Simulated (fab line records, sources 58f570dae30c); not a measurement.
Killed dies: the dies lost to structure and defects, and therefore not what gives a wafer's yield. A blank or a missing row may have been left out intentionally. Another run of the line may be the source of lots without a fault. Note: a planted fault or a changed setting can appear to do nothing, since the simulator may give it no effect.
Check of tool commonality | flow berkeleyCmos170 | 14 lots and 42 wafers in the sample

== THE REASON FOR OPENING IT ==
UCB170_NWELL_THK_MEAS_02, reading NWELL_OXIDE_THK: flagged on 2 of 14 lots. Wafers without a fault read 26.2 nm, standard deviation 0.47.
Rule: a lot gets a flag if all its wafers with a number sit over 4 standard deviations from that mean, or if no wafer of it has a number. The rest of the lots are taken to be sound.

lot  | measured    | on           | NWELL_OXIDE_THK (nm), wafer by wafer | flag
L354 | day 1 21:50 | filmMetro-03 | 26.9 26.6 26.5                       | 
L355 | day 2 04:51 | filmMetro-01 | 26.5 25.8 25.6                       | 
L356 | day 2 10:34 | filmMetro-03 | 26.2 26.4 26.3                       | 
L357 | day 2 16:24 | filmMetro-03 | 26.5 26.3 26.3                       | 
L358 | day 2 16:24 | filmMetro-04 | 26.5 26.2 26.3                       | 
L360 | day 3 06:22 | filmMetro-03 | 30.1 30.0 30.0                       | FLAGGED
L361 | day 3 09:05 | filmMetro-04 | 30.7 30.4 30.6                       | FLAGGED
L370 | day 5 05:23 | filmMetro-04 | 26.0 25.9 26.0                       | 
L372 | day 5 15:10 | filmMetro-04 | 26.9 27.2 27.0                       | 
L373 | day 5 21:11 | filmMetro-03 | 25.9 26.1 26.1                       | 
L374 | day 6 08:59 | filmMetro-03 | 26.3 26.2 26.2                       | 
L375 | day 6 08:59 | filmMetro-04 | 26.8 26.8 26.7                       | 
L377 | day 6 18:00 | filmMetro-03 | 26.1 26.0 25.7                       | 
L376 | day 6 18:01 | filmMetro-04 | 25.6 25.6 25.5                       | 
On average the flagged lots' numbers are 30.3 nm, which is +4.1 nm against the usual, or +9 standard deviations.

== TOOL THAT RAN EACH LOT ==
The record keeps 1 process step preceding the reading, out of 331 steps on the route. In each cell: the tool, then ch and the chambers that the sampled wafers went through, then the start.
lot  | flag    | UCB170_NWELL_OXIDATION_01
L354 |         | furnace-04 ch 0, day 1 20:29
L355 |         | furnace-04 ch 0, day 2 03:30
L356 |         | furnace-04 ch 0, day 2 09:12
L357 |         | furnace-04 ch 0, day 2 15:03
L358 |         | furnace-04 ch 0, day 2 15:03
L360 | FLAGGED | furnace-04 ch 0, day 3 05:01
L361 | FLAGGED | furnace-04 ch 0, day 3 07:43
L370 |         | furnace-02 ch 0, day 5 04:02
L372 |         | furnace-02 ch 0, day 5 13:49
L373 |         | furnace-02 ch 0, day 5 19:49
L374 |         | furnace-01 ch 0, day 6 07:37
L375 |         | furnace-01 ch 0, day 6 07:37
L377 |         | furnace-01 ch 0, day 6 16:39
L376 |         | furnace-01 ch 0, day 6 16:39
What is done by these steps:
- UCB170_NWELL_OXIDATION_01: target thk 26.4 nm, ox time 1260 s.
- UCB170_NWELL_THK_MEAS_02

== FLAGGED OVER TOTAL, TOOL BY TOOL (the gauges that took the reading come last) ==
step                      | tool         | lots run | flagged | share of the flagged lots | sound lots run after its first flagged lot
UCB170_NWELL_OXIDATION_01 | furnace-01   | 4        | 0       | none                      | -
UCB170_NWELL_OXIDATION_01 | furnace-02   | 3        | 0       | none                      | -
UCB170_NWELL_OXIDATION_01 | furnace-04   | 7        | 2       | all                       | 0
UCB170_NWELL_THK_MEAS_02  | filmMetro-01 | 1        | 0       | none                      | -
UCB170_NWELL_THK_MEAS_02  | filmMetro-03 | 7        | 1       | some                      | 3 (L373,L374,L377)
UCB170_NWELL_THK_MEAS_02  | filmMetro-04 | 6        | 1       | some                      | 4 (L370,L372,L375,L376)

== WHAT THE TABLE PERMITS ==
In the table, 1 row covers all flagged lots: furnace-04 at UCB170_NWELL_OXIDATION_01.
- furnace-04 at UCB170_NWELL_OXIDATION_01 ran 7 lots, 2 of them flagged. Its last sound lot is L357 (day 2 15:03), its first flagged lot L360 (day 3 05:01): a fault that began between those two fits. Its own readings lie more than 4 standard deviations out on every wafer of the flagged lots: spikeTcCentreC, spikeTcLoadC, spikeTcSourceC, tubeCenterTempC, tube_center_temp_C_max.
One tool is left: furnace-04 at UCB170_NWELL_OXIDATION_01.

== WHAT HAD BEEN PUT IN BY THE SIMULATOR ==
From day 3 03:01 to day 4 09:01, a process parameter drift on furnace-04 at UCB170_NWELL_OXIDATION_01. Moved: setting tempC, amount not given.
Shown lots that were struck: L360, L361. The rule given above showed the same thing.
